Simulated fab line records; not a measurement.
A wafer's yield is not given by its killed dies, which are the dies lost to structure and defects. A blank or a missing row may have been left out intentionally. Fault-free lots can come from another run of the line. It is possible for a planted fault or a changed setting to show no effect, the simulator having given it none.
2 desks looking at one fault ; flow rit-cmos ; each desk has only its own numbers; what lay behind them comes last

## TOOL OWNER'S DESK, furnace-01
The tool's own readings at RIT_GATE_OXIDATION_05 (target thk 3 nm, ox time 270 s): means of the sampled wafers that have a number, for each lot that ran on this tool. A lot is out of limits, marked OUT, if its mean lies more than 4 standard deviations from the usual mean; the brackets give that distance.
Columns: A = tube_center_temp_C_max at RIT_GATE_OXIDATION_05, usual 902.3
lot;first seen here;A
L460;day 2 20:31;902.5
L470;day 5 01:28;902.2
L474;day 5 20:06;902.5
L476;day 6 04:54;902.3
L477;day 6 12:03;902.4
This desk found nothing out of limits on any of the 5 lots.

## METROLOGY DESK
What the gauges read for every lot (on any tool): the sampled wafers with a number, averaged. A lot is out of limits, marked OUT, if its mean lies more than 4 standard deviations from the usual mean; the brackets give that distance.
Columns: A = cd-nm at RIT_ACTIVE_CD_MEAS_11, usual 1399.4 nm; B = PWELL_TW at RIT_PWELL_TW_MEAS_10, usual 946; C = NWELL_RS at RIT_WELLDRIVE_RS_MEAS_01, usual 275.3 ohm/sq; D = GATE_OXIDE_THK at RIT_GATE_THK_MEAS_07, usual 3.01 nm
lot;first seen here;A;B;C;D
L459;day 1 20:33;1403.6;946;276.6;2.97
L460;day 2 02:35;1399.7;941;276.2;3.03
L461;day 2 05:28;1395.6;943;276.9;2.94
L463;day 2 21:46;1400.1;948;275.0;2.99
L465;day 3 01:55;1400.3;950;274.0;3.00
L466;day 3 07:30;1401.5;944;275.7;3.04
L469;day 3 21:54;1399.6;950;275.2;3.00
L470;day 4 02:51;1398.1;947;275.8;3.01
L474;day 5 01:41;1399.5;947;275.5;2.97
L476;day 5 08:34;1402.7;949;276.1;3.44 (+7.8) OUT
L477;day 5 13:29;1396.5;949;274.9;3.44 (+7.8) OUT
L479;day 5 23:34;1399.9;950;274.3;3.04
L480;day 6 04:26;1400.2;951;274.9;3.06
L481;day 6 11:43;1395.1;948;275.6;2.95
Per this desk, out of limits: L476, L477; the first was L476, day 6 10:05 (GATE_OXIDE_THK at RIT_GATE_THK_MEAS_07). Within limits: L459, L460, L461, L463, L465, L466, L469, L470, L474, L479, L480, L481.

## ALL TOGETHER
On L476, L477, the metrology desk was in a position to raise an alarm at day 6 10:05.
Nothing out of limits was seen by the tool owner's desk.
Tool owner's desk: L476, L477 on record, inside its limits.
The lots listed all ran RIT_GATE_OXIDATION_05 on furnace-01.

## WHAT THE SIMULATOR PUT IN
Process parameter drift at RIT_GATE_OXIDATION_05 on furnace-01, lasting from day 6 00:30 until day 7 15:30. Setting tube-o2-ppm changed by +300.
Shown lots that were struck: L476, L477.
Hours from the fault's start to each desk's first reading out of limits: the metrology desk, 10.
